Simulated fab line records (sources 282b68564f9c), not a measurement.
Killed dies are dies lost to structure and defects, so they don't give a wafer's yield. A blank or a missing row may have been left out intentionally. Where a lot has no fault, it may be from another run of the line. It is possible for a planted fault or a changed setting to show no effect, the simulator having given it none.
fab line records ; flow rit-cmos ; part 2 of 2: steps 29 to 41 of 41
record lots=5; wafers=15; last-day=8
route steps=202 shown GATE@88 REOX@98 NLDD@103 PLDD@114 SPACER@125
lots untouched by any fault: they come from a run of this same line in which no faults occurred
start-h: hours from the record's opening day to when the first of the lot's shown wafers began ; wait-h: time in hours since the lot's previous step ; " identical to the entry in the row above ; L1.1+2: a row that stands for several wafers ; - value missing, or start not given ; * or withheld: withheld ; < > ~ a bound
route shown NAME@n: a module of which the file shows steps, and the number in the route of the first ; usual: mean/standard deviation of fault-free wafers ; same: alike in all rows ; chamber/n: place in a boat ; sites: per-site readings ; _std_site: their standard deviation ; _edge_site: outer sites' mean less inner sites' ; radius-mm: for every site, how far away it sits from the centre of the wafer ; mask NAME#n: copy n ; behind: the most recent tool/chamber to have shaped the wafer ; hold: why the lot went on hold/how many hours it stayed there/how the hold came to an end ; device: transistor that didn't switch, given as n, p or np ; end of line: at the end of the route, the tests of the same wafers ; a step without rows: its recipe alone ; killed: dies lost to structure and defects at the first sort, not the wafer's yield ; map: shows each die of a wafer: x if killed, . if not, _ if none is there
set.NAME: the run value of the setting; set.NAME@STEP: its run value at that earlier step ; model.NAME: the simulator's own value behind a step, which no gauge read
lots seen at some steps along the route; tables by step, rows by wafer
services: from which hour (start-h, from the record's first day; less than 0 if before it) a tool's chamber was out of use, for how many hours, and why
## steps
# step RIT_PLDD_SOFTBAKE_02
# recipe resist=NOVOLAK; temp-c=90; time-s=60
# usual exhaust-pa=45.3/0.8
lot.wafer;tool;chamber;start-h;wait-h;exhaust-pa
L078.1;litho-track-04;0;75.37;0.1;43.7
L078.3;litho-track-04;0;75.37;0.1;44.0
L078.5;litho-track-04;0;75.37;0.1;43.7
L081.2;litho-track-02;0;90.24;0.1;46.7
L081.5;litho-track-02;0;90.24;0.1;45.9
L081.6;litho-track-02;0;90.24;0.1;47.0
L086.3;litho-track-04;0;112.34;0.1;46.2
L086.4;litho-track-04;0;112.34;0.1;45.1
L086.6;litho-track-04;0;112.34;0.1;45.1
L094.2;litho-track-01;0;149.01;0.1;46.2
L094.4;litho-track-01;0;149.01;0.1;45.0
L094.5;litho-track-01;0;149.01;0.1;45.0
L096.3;litho-track-02;0;166.29;0.1;46.3
L096.5;litho-track-02;0;166.29;0.1;45.8
L096.6;litho-track-02;0;166.29;0.1;46.6
# step RIT_PLDD_EXPOSE_03
# recipe mask-id=M8; na=0.57; target-cd-nm=40900; dose-mj=250
lot.wafer;tool;chamber;start-h;wait-h;mask
L078.1+3+5;iline-stepper-02;0;75.64;0.2;M8#0
L081.2+5+6;iline-stepper-02;0;90.51;0.2;M8#0
L086.3+4+6;iline-stepper-01;0;112.48;0.1;M8#0
L094.2+4+5;iline-stepper-01;0;149.15;0.1;M8#0
L096.3+5+6;iline-stepper-02;0;166.56;0.2;M8#0
# step RIT_PLDD_PEB_04
# recipe resist=NOVOLAK; temp-c=withheld; time-s=withheld
# usual exhaust-pa=44.9/0.67
lot.wafer;tool;chamber;start-h;wait-h;exhaust-pa
L078.1;litho-track-01;0;75.76;0.1;45.2
L078.3;litho-track-01;0;75.76;0.1;45.9
L078.5;litho-track-01;0;75.76;0.1;45.6
L081.2;litho-track-01;0;90.63;0.1;44.9
L081.5;litho-track-01;0;90.63;0.1;45.9
L081.6;litho-track-01;0;90.63;0.1;45.2
L086.3;litho-track-02;0;112.64;0.1;44.7
L086.4;litho-track-02;0;112.64;0.1;44.4
L086.6;litho-track-02;0;112.64;0.1;44.8
L094.2;litho-track-04;0;149.27;0.1;45.5
L094.4;litho-track-04;0;149.27;0.1;44.2
L094.5;litho-track-04;0;149.27;0.1;45.8
L096.3;litho-track-01;0;166.69;0.1;43.5
L096.5;litho-track-01;0;166.69;0.1;44.7
L096.6;litho-track-01;0;166.69;0.1;44.8
# step RIT_PLDD_DEVELOP_05
# recipe resist=NOVOLAK; develop-time-s=50; dev-temp-c=23
# usual exhaust-pa=44.8/0.87
lot.wafer;tool;chamber;start-h;wait-h;exhaust-pa
L078.1;litho-track-01;0;-;-;45.6
L078.3;litho-track-01;0;-;-;45.6
L078.5;litho-track-01;0;-;-;44.9
L081.2;litho-track-01;0;-;-;45.2
L081.5;litho-track-01;0;-;-;46.3
L081.6;litho-track-01;0;-;-;45.3
L086.3;litho-track-02;0;-;-;45.9
L086.4;litho-track-02;0;-;-;43.8
L086.6;litho-track-02;0;-;-;45.6
L094.2;litho-track-04;0;-;-;45.5
L094.4;litho-track-04;0;-;-;45.7
L094.5;litho-track-04;0;-;-;45.4
L096.3;litho-track-01;0;-;-;45.9
L096.5;litho-track-01;0;-;-;45.5
L096.6;litho-track-01;0;-;-;44.1
# step RIT_PLDD_OVL_MEAS_06
# usual PLDD_OVL=0.4/1.3
lot.wafer;tool;chamber;start-h;wait-h;PLDD_OVL[nm]
L078.1;overlay-01;-;76.04;-;1.4
L078.3;overlay-01;-;76.04;-;-1.9
L078.5;overlay-01;-;76.04;-;2.2
L081.2;overlay-01;-;90.90;-;-3.3
L081.5;overlay-01;-;90.90;-;-1.3
L081.6;overlay-01;-;90.90;-;-0.4
L086.3;overlay-02;-;112.88;-;-0.2
L086.4;overlay-02;-;112.88;-;0.3
L086.6;overlay-02;-;112.88;-;-0.6
L094.2;overlay-02;-;149.54;-;-0.1
L094.4;overlay-02;-;149.54;-;1.8
L094.5;overlay-02;-;149.54;-;1.7
L096.3;overlay-02;-;166.93;-;2.0
L096.5;overlay-02;-;166.93;-;0.1
L096.6;overlay-02;-;166.93;-;-0.2
# step RIT_PLDD_HARDBAKE_07
# recipe resist=NOVOLAK; temp-c=140; time-s=60
# usual exhaust-pa=45.0/0.88
lot.wafer;tool;chamber;start-h;wait-h;exhaust-pa
L078.1;litho-track-02;0;76.08;0.0;45.7
L078.3;litho-track-02;0;76.08;0.0;44.3
L078.5;litho-track-02;0;76.08;0.0;47.0
L081.2;litho-track-01;0;90.95;0.0;45.6
L081.5;litho-track-01;0;90.95;0.0;46.3
L081.6;litho-track-01;0;90.95;0.0;45.5
L086.3;litho-track-01;0;112.96;0.1;46.2
L086.4;litho-track-01;0;112.96;0.1;44.7
L086.6;litho-track-01;0;112.96;0.1;45.2
L094.2;litho-track-02;0;149.59;0.0;44.6
L094.4;litho-track-02;0;149.59;0.0;44.7
L094.5;litho-track-02;0;149.59;0.0;44.7
L096.3;litho-track-02;0;167.00;0.1;43.7
L096.5;litho-track-02;0;167.00;0.1;43.0
L096.6;litho-track-02;0;167.00;0.1;44.3
# step RIT_PLDD_IMPLANT_08
# recipe species=BF2; energy-kev=20; dose-cm2=9e+14; tilt-deg=7
# usual beam-on-s=10.02/0.18; tilt-deg=7.002/0.018
lot.wafer;tool;chamber;start-h;wait-h;beam-on-s;tilt-deg
L078.1;implanter-04;0;76.23;0.1;9.89;7.001
L078.3;implanter-04;0;76.23;0.1;9.97;7.023
L078.5;implanter-04;0;76.23;0.1;10.26;7.036
L081.2;implanter-03;0;91.10;0.1;9.74;6.995
L081.5;implanter-03;0;91.10;0.1;9.75;6.977
L081.6;implanter-03;0;91.10;0.1;10.10;7.000
L086.3;implanter-03;0;113.11;0.1;10.10;6.965
L086.4;implanter-03;0;113.11;0.1;10.14;7.001
L086.6;implanter-03;0;113.11;0.1;9.99;6.974
L094.2;implanter-04;0;149.74;0.1;9.94;7.024
L094.4;implanter-04;0;149.74;0.1;9.97;7.014
L094.5;implanter-04;0;149.74;0.1;10.17;7.033
L096.3;implanter-04;0;167.15;0.1;10.12;6.993
L096.5;implanter-04;0;167.15;0.1;10.03;6.990
L096.6;implanter-04;0;167.15;0.1;9.86;6.988
# step RIT_PLDD_STRIP_09
# recipe chemistry=O2; time-s=180; resist=NOVOLAK; platen-temp-c=withheld; power-w=500; pressure-mtorr=4000; o2-flow-sccm=4000
# usual drypump-motor-current-A=6.2/0.36
lot.wafer;tool;chamber;start-h;wait-h;drypump-motor-current-A;rf-hours-counter-h
L078.1;plasma-asher-04;0;76.38;0.1;6.7;24
L078.3;plasma-asher-04;1;76.38;0.1;6.3;-
L078.5;plasma-asher-04;1;76.38;0.1;6.3;-
L081.2;plasma-asher-03;1;91.23;0.1;5.8;45
L081.5;plasma-asher-03;0;91.23;0.1;5.8;-
L081.6;plasma-asher-03;1;91.23;0.1;5.8;-
L086.3;plasma-asher-04;0;113.26;0.1;6.7;-
L086.4;plasma-asher-04;1;113.26;0.1;6.3;-
L086.6;plasma-asher-04;1;113.26;0.1;6.3;-
L094.2;plasma-asher-03;0;149.87;0.1;5.8;50
L094.4;plasma-asher-03;0;149.87;0.1;5.8;-
L094.5;plasma-asher-03;0;149.87;0.1;5.9;-
L096.3;plasma-asher-04;0;167.31;0.1;6.7;-
L096.5;plasma-asher-04;0;167.31;0.1;6.7;-
L096.6;plasma-asher-04;1;167.31;0.1;6.3;-
# step RIT_PLDD_TW_MEAS_10
# usual PLDD_TW=2328/13
lot.wafer;tool;chamber;start-h;wait-h;PLDD_TW
L078.1;film-metro-01;-;76.55;0.1;2356
L078.3;film-metro-01;-;76.55;0.1;2358
L078.5;film-metro-01;-;76.55;0.1;2359
L081.2;film-metro-04;-;91.41;0.1;2323
L081.5;film-metro-04;-;91.41;0.1;2322
L081.6;film-metro-04;-;91.41;0.1;2326
L086.3;film-metro-03;-;113.40;0.1;2334
L086.4;film-metro-03;-;113.40;0.1;2333
L086.6;film-metro-03;-;113.40;0.1;2331
L094.2;film-metro-04;-;150.05;0.1;2320
L094.4;film-metro-04;-;150.05;0.1;2315
L094.5;film-metro-04;-;150.05;0.1;2313
L096.3;film-metro-04;-;167.45;0.1;2305
L096.5;film-metro-04;-;167.45;0.1;2312
L096.6;film-metro-04;-;167.45;0.1;2315
# step RIT_SPACER_CLEAN_00
# recipe chemistry=SC1; mix=3:3:50; time-s=600; temp-c=75
lot.wafer;tool;chamber;start-h;wait-h
L078.1+3+5;wet-bench-03;2;76.61;0.1
L081.2+5+6;wet-bench-03;0;91.46;0.0
L086.3+4+6;wet-bench-03;3;113.44;0.0
L094.2+4+5;wet-bench-04;3;150.10;0.0
L096.3+5+6;wet-bench-03;3;167.49;0.0
# step RIT_SPACER_CLEAN_01
# recipe chemistry=dHF; dilution=50:1; time-s=30
lot.wafer;tool;chamber;start-h;wait-h
L078.1+3+5;wet-bench-03;3;76.80;0.0
L081.2+5+6;wet-bench-04;2;91.81;0.0
L086.3+4+6;wet-bench-01;2;113.62;0.0
L094.2+4+5;wet-bench-03;3;150.29;0.0
L096.3+5+6;wet-bench-01;2;167.66;0.0
# step RIT_SPACER_CLEAN_02
# recipe chemistry=SC2; mix=3:3:50; time-s=600; temp-c=75; dry=n2-spin
lot.wafer;tool;chamber;start-h;wait-h
L078.1+3+5;wet-bench-03;1;76.82;0.0
L081.2+5+6;wet-bench-01;2;91.83;0.0
L086.3+4+6;wet-bench-04;3;113.63;0.0
L094.2+4+5;wet-bench-01;3;150.31;0.0
L096.3+5+6;wet-bench-03;3;167.68;0.0
# step RIT_SPACER_CVD_03
# recipe material=Si3N4; target-thk-nm=250; temp-c=810; precursor=SiH2Cl2/NH3; time-s=3300; pressure-mtorr=300; sih2cl2-flow-sccm=60; nh3-flow-sccm=150
lot.wafer;tool;chamber;start-h;wait-h
L078.1+3+5;lpcvd-02;1;77.55;0.5
L081.2+5+6;lpcvd-02;1;92.00;0.0
L086.3+4+6;lpcvd-01;0;113.81;0.0
L094.2+4+5;lpcvd-01;0;150.49;0.0
L096.3+5+6;lpcvd-01;0;167.86;0.0
## services
tool;chamber;start-h;hours;kind
furnace-03;-;47.15;21.5;pm
iline-stepper-02;-;49.40;1.7;pm
iline-stepper-01;-;53.14;1.7;pm
implanter-04;-;63.54;1.4;repair
rie-si-02;0;67.17;8.1;repair
rie-si-01;-;69.51;3.8;repair
plasma-asher-02;-;72.58;11.4;pm
implanter-03;-;78.52;5.1;repair
implanter-04;-;79.59;1.8;repair
plasma-asher-01;-;108.75;9.0;pm
plasma-asher-01;0;108.75;9.0;vent-cycle
plasma-asher-01;1;108.75;9.0;vent-cycle
plasma-asher-03;-;110.39;7.6;repair
iline-stepper-02;-;114.79;28.9;pm
implanter-03;-;121.64;3.7;repair
lpcvd-02;-;121.74;6.1;pm
implanter-03;-;134.88;18.7;repair
furnace-03;-;152.22;3.4;pm
furnace-01;-;155.06;3.2;pm
furnace-04;-;156.94;4.9;repair
rie-si-01;1;157.16;18.5;repair
plasma-asher-04;-;158.88;1.4;repair
plasma-asher-03;-;162.43;1.9;repair
furnace-04;-;167.42;3.4;pm
